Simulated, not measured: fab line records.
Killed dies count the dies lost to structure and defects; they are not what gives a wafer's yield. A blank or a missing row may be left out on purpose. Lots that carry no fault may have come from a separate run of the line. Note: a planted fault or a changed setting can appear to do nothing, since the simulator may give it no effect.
A lot that was struck, set against a sound lot || flow berkeley_cmos170 || 13 steps out of a route of 331
Sound: the wafers L910.2, L910.3, L910.5. Struck: wafers L914.2, L914.4, L914.5. At the end, the cause is stated.
For every step that has rows: the tool of each side, followed by ch and its chambers, followed by its first start. Under that, the readings that differ: sound wafers || struck wafers || difference of the means || sigmas: that difference in standard deviations of wafers without a fault.
alike: same words and numbers on both sides, and readings whose means sit less than 2 such deviations apart. not compared: any withheld reading, any reading some wafer has no value for, any bound like >300 that may hide the same value, and any number with overlapping values for which the record gives no deviation.
The two part at a step that has a row with sigmas, a row that says differs or no value, or rows on one side only. Non-overlapping numbers with no deviation appear without sigmas and do not part them. A reading missing from all wafers of one side parts the sides only when that side holds two or more wafers.

UCB170_NSD_CD_MEAS_06 targets a cd of 1200 nm.
  sound on cd_sem-01, day 8 10:03; struck on cd_sem-02, day 9 10:35
  alike: cd_nm
UCB170_NSD_OVL_MEAS_07:
  sound on overlay-02, day 8 10:10; struck on overlay-01, day 9 10:42
  alike: NSD_OVL
then, 1 step without rows for these wafers: UCB170_NSD_IMPLANT_08.
UCB170_NSD_STRIP_09: strips in O2.
  sound on plasma_asher-02 ch 0,1, day 8 10:20; struck on plasma_asher-04 ch 0,1, day 9 10:53
  alike: drypump_motor_current_A, oes_product_au, strip_time_to_endpoint_s
  not compared: rf_hours_counter_h
UCB170_NSD_TW_MEAS_10:
  sound on film_metro-02, day 8 10:27; struck on film_metro-04, day 9 10:59
  alike: NSD_TW
then, 4 steps without rows for these wafers: UCB170_NSD_CLEAN_11 (cleans in SPM, time 600 s); UCB170_BACKSIDE_HMDS_00 (prime time 60 s); UCB170_BACKSIDE_COAT_01 (resist thk 900 nm); UCB170_BACKSIDE_SOFTBAKE_02 (time 60 s).
UCB170_BACKSIDE_STRIP_03: strips in O2.
  sound on plasma_asher-04 ch 0, day 8 11:16; struck on plasma_asher-04 ch 0,1, day 9 11:40
  alike: drypump_motor_current_A, oes_product_au, strip_time_to_endpoint_s
  not compared: rf_hours_counter_h
then, 1 step without rows for these wafers: UCB170_BACKSIDE_CLEAN_04 (cleans in SPM, time 600 s).
UCB170_SDANNEAL_RTA_00: time 10 s.
  sound on rtp_anneal-02 ch 0, day 8 11:33; struck on rtp_anneal-01 ch 0, day 9 11:57
  alike: anneal_temp_c_max, chamber_o2_ppm, lamp_power_pct, wafer_temp_C_max
UCB170_SDANNEAL_RTA_01: time 5 s.
  sound on rtp_anneal-02 ch 0, day 8 11:37; struck on rtp_anneal-01, day 9 12:01
  no value came back on the struck wafers for anneal_temp_c_max, chamber_o2_ppm, lamp_power_pct (%), wafer_temp_C_max; on the sound wafers anneal_temp_c_max reads 1053.4 1053.2 1053.5

## WHERE THEY PART
Only at UCB170_SDANNEAL_RTA_01, within this record.

WHY: the cause the simulator had injected
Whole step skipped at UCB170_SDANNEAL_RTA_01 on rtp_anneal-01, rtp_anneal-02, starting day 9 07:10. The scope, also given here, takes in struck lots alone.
